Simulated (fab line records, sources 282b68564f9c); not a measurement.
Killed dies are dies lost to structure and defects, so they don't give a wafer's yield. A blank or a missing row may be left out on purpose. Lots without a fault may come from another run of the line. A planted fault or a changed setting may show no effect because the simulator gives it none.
fab line records | flow rit_cmos
record lots=5 wafers=23
route steps=202 shown PSD@143 PLDD@159 SILICIDE@162 CONTACT@168 M1@188
start_h: hours from the record's first day to the start of the lot's first wafer shown | wait_h: hours since the lot's step before | " the same as in the row above | L1.1+2: a row that stands for several wafers | - no value, or no start given | * or withheld: withheld | < > ~ a bound
route shown NAME@n: a module of which the file shows steps, and the number in the route of the first | usual: mean/standard deviation of fault-free wafers | same: alike in all rows | chamber/n: place in a boat | sites: the reading at each site | _std_site: their standard deviation | _edge_site: outer sites' mean less inner sites' | radius_mm: how far each site lies from the wafer's centre | mask NAME#n: copy n | behind: the tool/chamber that last shaped the wafer | hold: why the lot was held/for how many hours/how that ended | device: the transistor (n, p or np) that didn't switch | end of line: the same wafers' tests at the end of the route | a step without rows: its recipe alone | killed: dies lost to structure and defects at the first sort, not the wafer's yield | map: a wafer's dies, x killed, . not, _ none there
set.NAME: the setting as run; set.NAME@STEP: as run at that earlier step | model.NAME: the simulator's own value behind a step, which no gauge read
lots whose settings were changed on purpose; a table a step, a row a wafer
## steps
# step RIT_PSD_COAT_01
# recipe resist=NOVOLAK spin_rpm=3250 resist_thk_nm=1000
# columns lot.wafer tool chamber start_h wait_h set.resist_thk_nm model.NOVOLAK_of_PSD_COAT_01.thk_nm
L078.1+5 litho_track-03 0 74.77 0.1 1000 1003
L078.2+3+4 " 0 " " 1000 1004
L079.1 litho_track-03 0 76.70 0.1 977.2 975.4
L079.2 " 0 " " 977.2 974.2
L079.3 " 0 " " 1000 998.7
L079.4 " 0 " " 1000 994.2
L079.5 " 0 " " 1000 994.9
L080.1 litho_track-01 0 82.73 0.1 962.7 966.5
L080.3 " 0 " " 1000 999.6
L080.4 " 0 " " 1000 1002
L080.5 " 0 " " 1000 1004
L080.6 " 0 " " 962.7 963.8
L083.1 litho_track-01 0 98.82 0.1 1044 1050
L083.2 " 0 " " 1000 1003
L083.3 " 0 " " 1044 1046
L083.4 " 0 " " 1000 1001
L083.5 " 0 " " 1044 1048
L085.1 litho_track-01 0 109.93 0.1 1000 1005
L085.5 " 0 " " 1000 1006
L085.6 " 0 " " 1000 1002
# step RIT_PSD_SOFTBAKE_02
# recipe resist=NOVOLAK temp_c=90 time_s=60
# step RIT_PSD_EXPOSE_03
# recipe mask_id=M10 na=0.57 target_cd_nm=40900 dose_mj=250
# step RIT_PSD_DEVELOP_05
# recipe resist=NOVOLAK develop_time_s=50 dev_temp_c=23
# step RIT_PSD_HARDBAKE_07
# recipe resist=NOVOLAK temp_c=140 time_s=60
# columns lot.wafer tool chamber start_h wait_h set.resist_thk_nm@PSD_COAT_01 model.NOVOLAK_of_PSD_COAT_01.thk_nm
L078.1+5 litho_track-02 0 75.50 0.0 1000 886.3
L078.2 " 0 " " 1000 887.7
L078.3 " 0 " " 1000 887.6
L078.4 " 0 " " 1000 887.4
L079.1 litho_track-01 0 77.43 0.0 977.2 862.2
L079.2 " 0 " " 977.2 861.2
L079.3 " 0 " " 1000 882.6
L079.4 " 0 " " 1000 878.7
L079.5 " 0 " " 1000 879.3
L080.1 litho_track-02 0 83.81 0.0 962.7 854.4
L080.3 " 0 " " 1000 883.4
L080.4 " 0 " " 1000 885.5
L080.5 " 0 " " 1000 887.7
L080.6 " 0 " " 962.7 852
L083.1 litho_track-01 0 99.56 0.0 1044 927.1
L083.2 " 0 " " 1000 886.8
L083.3 " 0 " " 1044 924.1
L083.4 " 0 " " 1000 884.9
L083.5 " 0 " " 1044 926.1
L085.1 litho_track-01 0 110.68 0.0 1000 888.2
L085.5 " 0 " " 1000 889.4
L085.6 " 0 " " 1000 885.8
# step RIT_PSD_IMPLANT_08
# recipe species=BF2 energy_kev=27 dose_cm2=5e+15 tilt_deg=7
# step RIT_PSD_STRIP_09
# recipe chemistry=O2 time_s=180 resist=NOVOLAK platen_temp_c=withheld power_w=500 pressure_mtorr=4000 o2_flow_sccm=4000
# step RIT_SDANNEAL_RS_MEAS_06
# recipe thk_meas_gauge=four-point-probe
# usual PLDD_RS=178.8/0.52
# columns lot.wafer tool chamber start_h wait_h set.energy_kev@PLDD_IMPLANT_08 PLDD_RS[ohm/sq]
L078.1 film_metro-04 - 76.70 0.1 19.53 180.1
L078.2 " - " " 19.53 180.2
L078.3 " - " " 20 179.0
L078.4 " - " " 20 178.1
L078.5 " - " " 20 178.0
L079.1 film_metro-04 - 78.63 0.1 20 178.9
L079.2 " - " " 21.05 175.4
L079.3 " - " " 21.05 175.6
L079.4 " - " " 21.05 175.9
L079.5 " - " " 20 179.7
L080.1 film_metro-02 - 85.03 0.1 20 179.5
L080.3 " - " " 21.16 176.4
L080.4 " - " " 21.16 175.8
L080.5 " - " " 20 178.9
L080.6 " - " " 21.16 175.8
L083.1 film_metro-01 - 100.76 0.1 20 178.7
L083.2 " - " " 20 178.3
L083.3 " - " " 20 178.8
L083.4 " - " " 20 179.1
L083.5 " - " " 20 178.4
L085.1 film_metro-02 - 111.91 0.1 20 178.3
L085.5 " - " " 20 177.6
L085.6 " - " " 20 178.1
# step RIT_SILICIDE_SPUTTER_01
# recipe material=Ti target_thk_nm=30 power_w=350 chamber_pressure_pa=0.667 gas=Ar time_s=240 substrate_temp_c=25
# columns lot.wafer tool chamber start_h wait_h set.time_s model.Ti_of_SILICIDE_SPUTTER_01.thk_nm
L078.1 pvd_sputter-04 - - - 240 29.93
L078.2 " - " " 240 30.16
L078.3 " - " " 240 30.29
L078.4 " - " " 220.3 27.92
L078.5 " - " " 220.3 27.86
L079.1 pvd_sputter-02 - - - 212.5 26
L079.2 " - " " 212.5 26.85
L079.3 " - " " 240 29.4
L079.4 " - " " 212.5 26.27
L079.5 " - " " 240 29.32
L080.1 pvd_sputter-03 - - - 263.7 33.53
L080.3 " - " " 240 30
L080.4 " - " " 263.7 33.19
L080.5 " - " " 240 29.93
L080.6 " - " " 240 30.14
L083.1 pvd_sputter-04 - - - 205.3 26.15
L083.2 " - " " 240 30.5
L083.3 " - " " 240 30.55
L083.4 " - " " 240 30.38
L083.5 " - " " 205.3 26.23
L085.1 pvd_sputter-04 - 112.17 0.0 240 29.98
L085.5 " - " " 240 30.02
L085.6 " - " " 240 29.91
# step RIT_SILICIDE_RS_MEAS_02
# recipe thk_meas_gauge=four-point-probe reads=Ti_of_SILICIDE_SPUTTER_01
# usual SILICIDE_TI_RS=47.8/0.62
# columns lot.wafer tool chamber start_h wait_h set.time_s@SILICIDE_SPUTTER_01 SILICIDE_TI_RS[ohm/sq]
L078.1 film_metro-03 - 77.11 0.1 240 48.1
L078.2 " - " " 240 47.7
L078.3 " - " " 240 47.4
L078.4 " - " " 220.3 52.4
L078.5 " - " " 220.3 52.5
L079.1 film_metro-03 - 79.04 0.1 212.5 57.5
L079.2 " - " " 212.5 55.1
L079.3 " - " " 240 49.2
L079.4 " - " " 212.5 56.6
L079.5 " - " " 240 49.3
L080.1 film_metro-03 - 85.43 0.1 263.7 41.8
L080.3 " - " " 240 47.9
L080.4 " - " " 263.7 42.3
L080.5 " - " " 240 48.1
L080.6 " - " " 240 47.8
L083.1 film_metro-02 - 101.16 0.1 205.3 56.9
L083.2 " - " " 240 46.9
L083.3 " - " " 240 46.8
L083.4 " - " " 240 47.1
L083.5 " - " " 205.3 56.6
L085.1 film_metro-03 - 112.32 0.1 240 48.1
L085.5 " - " " 240 47.9
L085.6 " - " " 240 48.1
# step RIT_SILICIDE_THK_MEAS_03
# recipe thk_meas_gauge=xrf reads=Ti_of_SILICIDE_SPUTTER_01
# usual SILICIDE_TI_THK=30.1/0.31
# columns lot.wafer tool chamber start_h wait_h set.time_s@SILICIDE_SPUTTER_01 SILICIDE_TI_THK[nm]
L078.1 film_metro-03 - 77.23 0.1 240 30.1
L078.2 " - " " 240 30.4
L078.3 " - " " 240 30.4
L078.4 " - " " 220.3 28.0
L078.5 " - " " 220.3 28.1
L079.1 film_metro-03 - 79.16 0.1 212.5 26.2
L079.2 " - " " 212.5 27.1
L079.3 " - " " 240 29.6
L079.4 " - " " 212.5 26.5
L079.5 " - " " 240 29.6
L080.1 film_metro-03 - 85.55 0.1 263.7 33.7
L080.3 " - " " 240 30.3
L080.4 " - " " 263.7 33.5
L080.5 " - " " 240 30.0
L080.6 " - " " 240 30.2
L083.1 film_metro-02 - 101.28 0.1 205.3 26.0
L083.2 " - " " 240 30.4
L083.3 " - " " 240 30.6
L083.4 " - " " 240 30.1
L083.5 " - " " 205.3 26.2
L085.1 film_metro-03 - 112.44 0.1 240 30.3
L085.5 " - " " 240 30.2
L085.6 " - " " 240 30.2
# step RIT_CONTACT_CVD_00
# recipe material=SiO2 target_thk_nm=400 precursor=TEOS temp_c=390 time_s=61 rf_w=400
# columns lot.wafer tool chamber start_h wait_h set.time_s model.SiO2_of_CONTACT_CVD_00.thk_nm
L078.1 pecvd-03 2 77.46 0.1 61 400.4
L078.2 " 1 " " 61 402.7
L078.3 " 0 " " 61 395.1
L078.4 " 2 " " 61 402
L078.5 " 0 " " 61 403.4
L079.1 pecvd-04 1 79.39 0.1 67.08 437.5
L079.2 " 2 " " 61 401.1
L079.3 " 0 " " 61 398.2
L079.4 " 0 " " 67.08 442.3
L079.5 " 2 " " 61 403.1
L080.1 pecvd-02 0 85.79 0.1 65.92 424.3
L080.3 " 2 " " 65.92 432
L080.4 " 1 " " 61 402.1
L080.5 " 0 " " 61 396.7
L080.6 " 2 " " 61 401.6
L083.1 pecvd-02 1 101.51 0.1 61 396.3
L083.2 " 0 " " 61 393
L083.3 " 2 " " 61 395.9
L083.4 " 1 " " 61 404.4
L083.5 " 0 " " 61 400.6
L085.1 pecvd-04 2 112.68 0.1 61 398.1
L085.5 " 0 " " 61 407.1
L085.6 " 1 " " 61 410.5
# step RIT_CONTACT_THK_MEAS_01
# recipe reads=SiO2_of_CONTACT_CVD_00
# usual CONTACT_TEOS_THK=402/5.1
# columns lot.wafer tool chamber start_h wait_h set.time_s@CONTACT_CVD_00 CONTACT_TEOS_THK[nm]
L078.1 film_metro-01 - 77.51 0.0 61 401
L078.2 " - " " 61 403
L078.3 " - " " 61 395
L078.4 " - " " 61 402
L078.5 " - " " 61 403
L079.1 film_metro-02 - 79.44 0.0 67.08 438
L079.2 " - " " 61 401
L079.3 " - " " 61 398
L079.4 " - " " 67.08 442
L079.5 " - " " 61 403
L080.1 film_metro-03 - 85.84 0.0 65.92 424
L080.3 " - " " 65.92 432
L080.4 " - " " 61 402
L080.5 " - " " 61 397
L080.6 " - " " 61 402
L083.1 film_metro-03 - 101.56 0.0 61 396
L083.2 " - " " 61 393
L083.3 " - " " 61 396
L083.4 " - " " 61 404
L083.5 " - " " 61 401
L085.1 film_metro-02 - 112.73 0.0 61 398
L085.5 " - " " 61 407
L085.6 " - " " 61 410
# step RIT_CONTACT_COAT_03
# recipe resist=NOVOLAK spin_rpm=3250 resist_thk_nm=1000
# columns lot.wafer tool chamber start_h wait_h set.spin_rpm model.NOVOLAK_of_CONTACT_COAT_03.thk_nm
L078.1+5 litho_track-03 0 77.72 0.1 3250 1000
L078.2 " 0 " " 3250 998.4
L078.3 " 0 " " 3250 1003
L078.4 " 0 " " 3250 1001
L079.1 litho_track-01 0 79.65 0.1 3250 1002
L079.2 " 0 " " 3376 983.5
L079.3 " 0 " " 3250 1007
L079.4 " 0 " " 3250 1005
L079.5 " 0 " " 3376 984.1
L080.1 litho_track-04 0 86.05 0.1 3096 1025
L080.3 " 0 " " 3096 1026
L080.4 " 0 " " 3250 1001
L080.5 " 0 " " 3096 1021
L080.6 " 0 " " 3250 997.7
L083.1 litho_track-03 0 101.77 0.1 3250 1002
L083.2+4 " 0 " " 3051 1033
L083.3 " 0 " " 3250 1004
L083.5 " 0 " " 3051 1035
L085.1 litho_track-03 0 112.94 0.1 3250 997.3
L085.5 " 0 " " 3250 996
L085.6 " 0 " " 3250 996.4
# step RIT_CONTACT_SOFTBAKE_04
# recipe resist=NOVOLAK temp_c=90 time_s=60
# step RIT_CONTACT_EXPOSE_05
# recipe mask_id=M11 na=0.6 source_shape=conventional sigma_outer=0.5 target_cd_nm=1000 dose_mj=250
# step RIT_CONTACT_HARDBAKE_10
# recipe resist=NOVOLAK temp_c=140 time_s=60
# columns lot.wafer tool chamber start_h wait_h set.spin_rpm@CONTACT_COAT_03 model.NOVOLAK_of_CONTACT_COAT_03.thk_nm
L078.1 litho_track-01 0 78.69 0.0 3250 883.3
L078.2 " 0 " " 3250 881.9
L078.3 " 0 " " 3250 885.7
L078.4 " 0 " " 3250 883.9
L078.5 " 0 " " 3250 883.7
L079.1 litho_track-04 0 80.80 0.0 3250 884.7
L079.2 " 0 " " 3376 868.8
L079.3 " 0 " " 3250 889.1
L079.4 " 0 " " 3250 887.5
L079.5 " 0 " " 3376 869.4
L080.1 litho_track-04 0 87.02 0.0 3096 905.1
L080.3 " 0 " " 3096 905.9
L080.4 " 0 " " 3250 884.3
L080.5 " 0 " " 3096 901.9
L080.6 " 0 " " 3250 881.3
L083.1 litho_track-03 0 102.89 0.0 3250 885.1
L083.2 " 0 " " 3051 912.5
L083.3 " 0 " " 3250 887
L083.4 " 0 " " 3051 912.3
L083.5 " 0 " " 3051 913.8
L085.1 litho_track-04 0 113.91 0.0 3250 881
L085.5 " 0 " " 3250 879.8
L085.6 " 0 " " 3250 880.2
# step RIT_CONTACT_ETCH_11
# recipe target_depth_a=4800 over_etch_frac=0.2 stop_on=TiSi2 chemistry=CHF3/CF4/Ar target=SiO2 CHF3_flow_sccm=50 cf4_flow_sccm=10 Ar_flow_sccm=100 O2_flow_sccm=5 pressure_mtorr=100 rf_w=200 time_s=320
# columns lot.wafer tool chamber start_h wait_h set.time_s@CONTACT_CVD_00 set.spin_rpm@CONTACT_COAT_03 model.CONTACT.feature_depth_nm model.etch.depth_nm model.NOVOLAK_of_CONTACT_COAT_03.thk_nm
L078.1 rie_diel-04 3 78.84 0.1 61 3250 400.4 400.4 767.7
L078.2 " 1 " " 61 3250 402.7 402.7 770
L078.3 " 2 " " 61 3250 395.1 395.1 772.3
L078.4 " 0 " " 61 3250 402 402 771.6
L078.5 " 1 " " 61 3250 403.4 403.4 771.5
L079.1 rie_diel-02 3 80.95 0.1 67.08 3250 437.5 437.5 771.4
L079.2 " 2 " " 61 3376 401.1 401.1 756
L079.3 " 1 " " 61 3250 398.2 398.2 775.5
L079.4 " 0 " " 67.08 3250 442.3 442.3 775.4
L079.5 " 2 " " 61 3376 403.1 403.1 757.4
L080.1 rie_diel-02 0 87.17 0.1 65.92 3096 424.3 424.3 793.8
L080.3 " 2 " " 65.92 3096 432 432 795
L080.4 " 3 " " 61 3250 402.1 402.1 772.2
L080.5 " 0 " " 61 3096 396.7 396.7 790
L080.6 " 3 " " 61 3250 401.6 401.6 770
L083.1 rie_diel-02 3 103.04 0.1 61 3250 396.3 396.3 772.2
L083.2 " 1 " " 61 3051 393 393 798.7
L083.3 " 0 " " 61 3250 395.9 395.9 774.5
L083.4 " 2 " " 61 3051 404.4 404.4 799
L083.5 " 2 " " 61 3051 400.6 400.6 801.2
L085.1 rie_diel-04 1 114.06 0.1 61 3250 398.1 398.1 767.1
L085.5 " 1 " " 61 3250 407.1 407.1 766.2
L085.6 " 0 " " 61 3250 410.5 410.5 765.9
# step RIT_M1_COAT_04
# recipe resist=NOVOLAK spin_rpm=2000 resist_thk_nm=1300
# columns lot.wafer tool chamber start_h wait_h set.resist_thk_nm model.NOVOLAK_of_M1_COAT_04.thk_nm
L078.1 litho_track-01 0 80.31 0.1 1300 1302
L078.2 " 0 " " 1369 1375
L078.3+4 " 0 " " 1300 1303
L078.5 " 0 " " 1369 1372
L079.1+3 litho_track-02 0 82.41 0.1 1230 1232
L079.2 " 0 " " 1300 1300
L079.4 " 0 " " 1300 1303
L079.5 " 0 " " 1300 1298
L080.1 litho_track-02 0 88.63 0.1 1300 1293
L080.3 " 0 " " 1300 1297
L080.4 " 0 " " 1300 1295
L080.5 " 0 " " 1280 1283
L080.6 " 0 " " 1280 1275
L083.1 litho_track-01 0 104.57 0.1 1300 1300
L083.2 " 0 " " 1357 1363
L083.3 " 0 " " 1357 1359
L083.4 " 0 " " 1300 1303
L083.5 " 0 " " 1300 1301
L085.1 litho_track-04 0 115.55 0.1 1300 1302
L085.5 " 0 " " 1300 1304
L085.6 " 0 " " 1300 1303
# step RIT_M1_DEVELOP_08
# recipe resist=NOVOLAK develop_time_s=68 dev_temp_c=23
# columns lot.wafer tool chamber start_h wait_h set.develop_time_s
L078.1+4 litho_track-02 0 - - 68
L078.2+3+5 " 0 " " 62.32
L079.1+4+5 litho_track-04 0 - - 68
L079.2+3 " 0 " " 64.41
L080.1+3+6 litho_track-02 0 - - 71.89
L080.4+5 " 0 " " 68
L083.1+2 litho_track-04 0 - - 68
L083.3+4+5 " 0 " " 72.02
L085.1+5+6 litho_track-02 0 - - 68
# step RIT_M1_HARDBAKE_11
# recipe resist=NOVOLAK temp_c=140 time_s=120
# columns lot.wafer tool chamber start_h wait_h set.resist_thk_nm@M1_COAT_04 model.NOVOLAK_of_M1_COAT_04.thk_nm
L078.1 litho_track-01 0 81.32 0.0 1300 1138
L078.2 " 0 " " 1369 1201
L078.3+4 " 0 " " 1300 1140
L078.5 " 0 " " 1369 1199
L079.1+3 litho_track-04 0 83.42 0.0 1230 1078
L079.2 " 0 " " 1300 1137
L079.4 " 0 " " 1300 1139
L079.5 " 0 " " 1300 1135
L080.1 litho_track-02 0 89.52 0.0 1300 1131
L080.3 " 0 " " 1300 1134
L080.4 " 0 " " 1300 1132
L080.5 " 0 " " 1280 1123
L080.6 " 0 " " 1280 1116
L083.1 litho_track-01 0 105.58 0.0 1300 1136
L083.2 " 0 " " 1357 1191
L083.3 " 0 " " 1357 1187
L083.4 " 0 " " 1300 1139
L083.5 " 0 " " 1300 1138
L085.1+6 litho_track-01 0 116.56 0.0 1300 1139
L085.5 " 0 " " 1300 1140
# step RIT_M1_METAL_ETCH_12
# recipe stop_on=SiO2 chemistry=Cl2/BCl3 target=Al time_s=165 over_etch_frac=0.5 pressure_mtorr=100 target_depth_a=6000 rf_w=250 Cl2_flow_sccm=60 bcl3_flow_sccm=50
# columns lot.wafer tool chamber start_h wait_h set.resist_thk_nm@M1_COAT_04 model.NOVOLAK_of_M1_COAT_04.thk_nm
L078.1 rie_metal-01 0 81.57 0.2 1300 801
L078.2 " 1 " " 1369 864.4
L078.3 " 0 " " 1300 799.2
L078.4 " 1 " " 1300 801.6
L078.5 " 1 " " 1369 859.6
L079.1 rie_metal-02 1 83.67 0.2 1230 738.3
L079.2 " 0 " " 1300 817.8
L079.3 " 1 " " 1230 737
L079.4 " 0 " " 1300 819.2
L079.5 " 0 " " 1300 815.7
L080.1 rie_metal-03 0 89.77 0.2 1300 812.6
L080.3 " 0 " " 1300 814.8
L080.4 " 1 " " 1300 803.2
L080.5 " 0 " " 1280 805.6
L080.6 " 1 " " 1280 788.2
L083.1 rie_metal-03 0 105.83 0.2 1300 809.6
L083.2 " 1 " " 1357 858.5
L083.3 " 1 " " 1357 856.3
L083.4 " 0 " " 1300 811.9
L083.5 " 0 " " 1300 813.3
L085.1 rie_metal-02 1 116.81 0.2 1300 803.8
L085.5 " 1 " " 1300 807.2
L085.6 " 0 " " 1300 821.5
## key
split step=RIT_PSD_COAT_01 setting=resist_thk_nm stated=1000 by=wafer
response step=RIT_PSD_COAT_01 reading=model.NOVOLAK_of_PSD_COAT_01.thk_nm change=+10 per=1% r=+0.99
response step=RIT_PSD_HARDBAKE_07 reading=model.NOVOLAK_of_PSD_COAT_01.thk_nm change=+8.79 per=1% r=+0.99
split step=RIT_SILICIDE_SPUTTER_01 setting=time_s stated=240 by=wafer
response step=RIT_SILICIDE_SPUTTER_01 reading=model.Ti_of_SILICIDE_SPUTTER_01.thk_nm change=+0.292 per=1% r=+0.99
response step=RIT_SILICIDE_RS_MEAS_02 reading=SILICIDE_TI_RS change=-0.635 per=1% r=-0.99
response step=RIT_SILICIDE_THK_MEAS_03 reading=SILICIDE_TI_THK change=+0.292 per=1% r=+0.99
split step=RIT_CONTACT_CVD_00 setting=time_s stated=61 by=wafer
response step=RIT_CONTACT_CVD_00 reading=model.SiO2_of_CONTACT_CVD_00.thk_nm change=+3.75 per=1% r=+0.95
response step=RIT_CONTACT_THK_MEAS_01 reading=CONTACT_TEOS_THK change=+3.73 per=1% r=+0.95
response step=RIT_CONTACT_ETCH_11 reading=model.CONTACT.feature_depth_nm change=+3.75 per=1% r=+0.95
response step=RIT_CONTACT_ETCH_11 reading=model.etch.depth_nm change=+3.75 per=1% r=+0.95
split step=RIT_CONTACT_COAT_03 setting=spin_rpm stated=3250 by=wafer
response step=RIT_CONTACT_COAT_03 reading=model.NOVOLAK_of_CONTACT_COAT_03.thk_nm change=-5.11 per=1% r=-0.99
response step=RIT_CONTACT_HARDBAKE_10 reading=model.NOVOLAK_of_CONTACT_COAT_03.thk_nm change=-4.47 per=1% r=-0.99
response step=RIT_CONTACT_ETCH_11 reading=model.NOVOLAK_of_CONTACT_COAT_03.thk_nm change=-4.43 per=1% r=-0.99
split step=RIT_M1_COAT_04 setting=resist_thk_nm stated=1300 by=wafer
response step=RIT_M1_COAT_04 reading=model.NOVOLAK_of_M1_COAT_04.thk_nm change=+13.1 per=1% r=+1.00
response step=RIT_M1_HARDBAKE_11 reading=model.NOVOLAK_of_M1_COAT_04.thk_nm change=+11.3 per=1% r=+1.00
response step=RIT_M1_METAL_ETCH_12 reading=model.NOVOLAK_of_M1_COAT_04.thk_nm change=+12.4 per=1% r=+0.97
split step=RIT_M1_DEVELOP_08 setting=develop_time_s stated=68 by=wafer
response none clear
split outside_this_file step=RIT_PLDD_IMPLANT_08 setting=energy_kev
# split outside_this_file: this setting was split too, and the file shows its column; the key of that split is in another file
